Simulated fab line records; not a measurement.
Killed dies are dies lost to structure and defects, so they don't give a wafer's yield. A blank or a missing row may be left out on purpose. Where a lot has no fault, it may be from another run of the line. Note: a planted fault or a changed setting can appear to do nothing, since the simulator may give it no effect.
Tool commonality check	flow berkeley_cmos170	Lots sampled 14, wafers sampled 42

## THE REASON FOR OPENING IT
At UCB170_PLDD_TW_MEAS_11 the reading PLDD_TW is flagged on 2 of 14 lots. No-fault wafers: 1013, standard deviation 7.2.
Rule: a lot is flagged when every wafer of it that has a number lies more than 4 standard deviations from that mean, or none has a number. All remaining lots are regarded as sound.

lot	measured	on	PLDD_TW, wafer by wafer	flag
L743	day 6 06:41	film_metro-03	1014 1005 1012	
L744	day 6 07:42	film_metro-02	1018 1020 1018	
L747	day 6 14:47	film_metro-03	1010 1011 1009	
L748	day 7 18:50	film_metro-03	1010 1002 1004	
L750	day 7 19:06	film_metro-02	1016 1017 1019	
L751	day 7 19:11	film_metro-03	1003 1005 1006	
L752	day 8 00:11	film_metro-04	1017 1014 1022	
L753	day 8 00:56	film_metro-03	1010 1008 1009	
L754	day 8 11:19	film_metro-02	1009 1017 1015	
L755	day 8 11:38	film_metro-02	1012 1012 1013	
L761	day 10 09:19	film_metro-03	1108 1111 1109	FLAGGED
L764	day 10 09:32	film_metro-04	1017 1014 1018	
L763	day 10 09:46	film_metro-03	1108 1113 1116	FLAGGED
L765	day 10 21:41	film_metro-04	1021 1018 1019	
Average over the flagged lots: 1111; offset from the usual +98, equal to +14 standard deviations.

## EACH LOT AND THE TOOL IT RAN ON
The record keeps 1 process step preceding the reading, out of 331 steps on the route. Each cell gives the tool, then ch followed by the chambers the sampled wafers passed through, then the start.
lot	flag	UCB170_PLDD_IMPLANT_09
L743		implanter-03 ch 0, day 6 06:26
L744		implanter-02 ch 0, day 6 07:28
L747		implanter-04 ch 0, day 6 14:34
L748		implanter-03 ch 0, day 7 18:35
L750		implanter-02 ch 0, day 7 18:53
L751		implanter-03 ch 0, day 7 18:56
L752		implanter-02 ch 0, day 7 23:58
L753		implanter-03 ch 0, day 8 00:41
L754		implanter-03 ch 0, day 8 11:05
L755		implanter-03 ch 0, day 8 11:26
L761	FLAGGED	implanter-03 ch 0, day 10 09:04
L764		implanter-02 ch 0, day 10 09:17
L763	FLAGGED	implanter-03 ch 0, day 10 09:31
L765		implanter-02 ch 0, day 10 21:26
These steps, and what they do:
- UCB170_PLDD_IMPLANT_09
- UCB170_PLDD_TW_MEAS_11

## FLAGGED OVER TOTAL, TOOL BY TOOL (the gauges that took the reading come last)
step	tool	lots run	flagged	share of the flagged lots	sound lots run after its first flagged lot
UCB170_PLDD_IMPLANT_09	implanter-02	5	0	none	-
UCB170_PLDD_IMPLANT_09	implanter-03	8	2	all	0
UCB170_PLDD_IMPLANT_09	implanter-04	1	0	none	-
UCB170_PLDD_TW_MEAS_11	film_metro-02	4	0	none	-
UCB170_PLDD_TW_MEAS_11	film_metro-03	7	2	all	0
UCB170_PLDD_TW_MEAS_11	film_metro-04	3	0	none	-

## THE TABLE: WHAT IT ALLOWS
In 2 table rows, all flagged lots were run: implanter-03 (UCB170_PLDD_IMPLANT_09), film_metro-03 (UCB170_PLDD_TW_MEAS_11).
- implanter-03 at UCB170_PLDD_IMPLANT_09: 2 of its 8 lots flagged. Its last sound lot is L755 (day 8 11:26), its first flagged lot L761 (day 10 09:04): a fault that began between those two fits. Its own readings lie more than 4 standard deviations out on every wafer of the flagged lots: beam_on_s, dose_ions_cm2, faraday_current_uA.
- film_metro-03 at UCB170_PLDD_TW_MEAS_11: 2 of its 7 lots flagged. Its last sound lot is L753 (day 8 00:56), its first flagged lot L761 (day 10 09:19): a fault that began between those two fits.
Counting lots can't tell these 2 tools apart, because each fits a fault that began at some hour. More lots, or a look at what each step does to the wafer, might.

## WHAT THE SIMULATOR PUT IN
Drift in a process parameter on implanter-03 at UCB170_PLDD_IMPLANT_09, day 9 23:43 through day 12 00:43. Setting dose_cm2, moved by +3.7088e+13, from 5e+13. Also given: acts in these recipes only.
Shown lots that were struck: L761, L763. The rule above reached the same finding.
